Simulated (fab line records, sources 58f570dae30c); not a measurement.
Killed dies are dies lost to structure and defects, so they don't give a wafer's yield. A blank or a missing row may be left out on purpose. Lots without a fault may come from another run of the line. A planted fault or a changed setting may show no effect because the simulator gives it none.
Tool commonality check | flow berkeley_cmos170 | 10 lots, 30 wafers sampled

WHY IT WAS OPENED
At UCB170_GATE_CD_MEAS_12 the reading cd_nm is flagged on 1 of 10 lots. Wafers without a fault read 349.8 nm, standard deviation 1.3.
Rule: a lot is flagged when every wafer of it that has a number lies more than 4 standard deviations from that mean, or none has a number. The other lots count as sound.

lot  | measured     | on        | cd_nm (nm), wafer by wafer | flag
L663 | day 7 17:50  | cd_sem-02 | 351.2 350.5 350.1          |
L665 | day 7 18:05  | cd_sem-01 | 351.2 351.1 350.7          |
L662 | day 7 18:20  | cd_sem-01 | 351.2 350.9 350.8          |
L664 | day 7 18:39  | cd_sem-01 | 350.4 350.8 352.1          |
L667 | day 8 13:46  | cd_sem-01 | 350.4 350.2 348.9          |
L666 | day 8 13:47  | cd_sem-02 | 350.7 350.1 350.0          |
L676 | day 10 23:51 | cd_sem-01 | 331.8 322.2 318.1          | FLAGGED
L680 | day 11 16:14 | cd_sem-01 | 347.9 347.4 348.5          |
L681 | day 12 04:13 | cd_sem-02 | 350.1 350.1 349.1          |
L685 | day 12 04:19 | cd_sem-02 | 348.2 348.3 348.7          |
The numbers of the flagged lots are 324.0 nm on average: -25.8 nm against the usual, or -20 standard deviations.

WHICH TOOL RAN EACH LOT
The record holds 1 process step before the reading, out of a route of 331 steps. In each cell: the tool, then ch and the chambers that the sampled wafers went through, then the start.
lot  | flag    | UCB170_GATE_EXPOSE_09
L663 |         | krf_scanner-01 ch 0, day 7 17:23
L665 |         | krf_scanner-01 ch 0, day 7 17:32
L662 |         | krf_scanner-02 ch 0, day 7 17:48
L664 |         | krf_scanner-01 ch 0, day 7 18:16
L667 |         | krf_scanner-01 ch 0, day 8 13:02
L666 |         | krf_scanner-01 ch 0, day 8 13:09
L676 | FLAGGED | krf_scanner-01 ch 0, day 10 23:26
L680 |         | krf_scanner-02 ch 0, day 11 15:50
L681 |         | krf_scanner-02 ch 0, day 12 03:44
L685 |         | krf_scanner-02 ch 0, day 12 03:50
What these steps do:
- UCB170_GATE_EXPOSE_09: exposes mask POLY, target cd 350 nm.
- UCB170_GATE_CD_MEAS_12: target cd 350 nm.

FLAGGED OVER TOTAL, TOOL BY TOOL (the gauges that took the reading come last)
step                   | tool           | lots run | flagged | share of the flagged lots | sound lots run after its first flagged lot
UCB170_GATE_EXPOSE_09  | krf_scanner-01 | 6        | 1       | all                       | 0
UCB170_GATE_EXPOSE_09  | krf_scanner-02 | 4        | 0       | none                      | -
UCB170_GATE_CD_MEAS_12 | cd_sem-01      | 6        | 1       | all                       | 1 (L680)
UCB170_GATE_CD_MEAS_12 | cd_sem-02      | 4        | 0       | none                      | -

WHAT THE TABLE ALLOWS
2 rows of the table ran every flagged lot: krf_scanner-01 at UCB170_GATE_EXPOSE_09, cd_sem-01 at UCB170_GATE_CD_MEAS_12.
- krf_scanner-01 at UCB170_GATE_EXPOSE_09: 1 of its 6 lots flagged. Its last sound lot is L666 (day 8 13:09), its first flagged lot L676 (day 10 23:26): a fault that began between those two fits. Its own readings lie more than 4 standard deviations out on every wafer of the flagged lots: exposure_dose_mJ_cm2.
- cd_sem-01 at UCB170_GATE_CD_MEAS_12: 1 of its 6 lots flagged. Sound lots ran on it after the first flagged one (L680), which a lasting fault on the whole tool wouldn't allow.
One tool is left: krf_scanner-01 at UCB170_GATE_EXPOSE_09.

WHAT THE SIMULATOR HAD PUT IN
Process parameter drift: krf_scanner-01, from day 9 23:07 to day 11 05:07, at UCB170_GATE_EXPOSE_09. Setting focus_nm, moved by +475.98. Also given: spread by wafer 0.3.
Lots struck among those shown: L676. The rule above found the same.
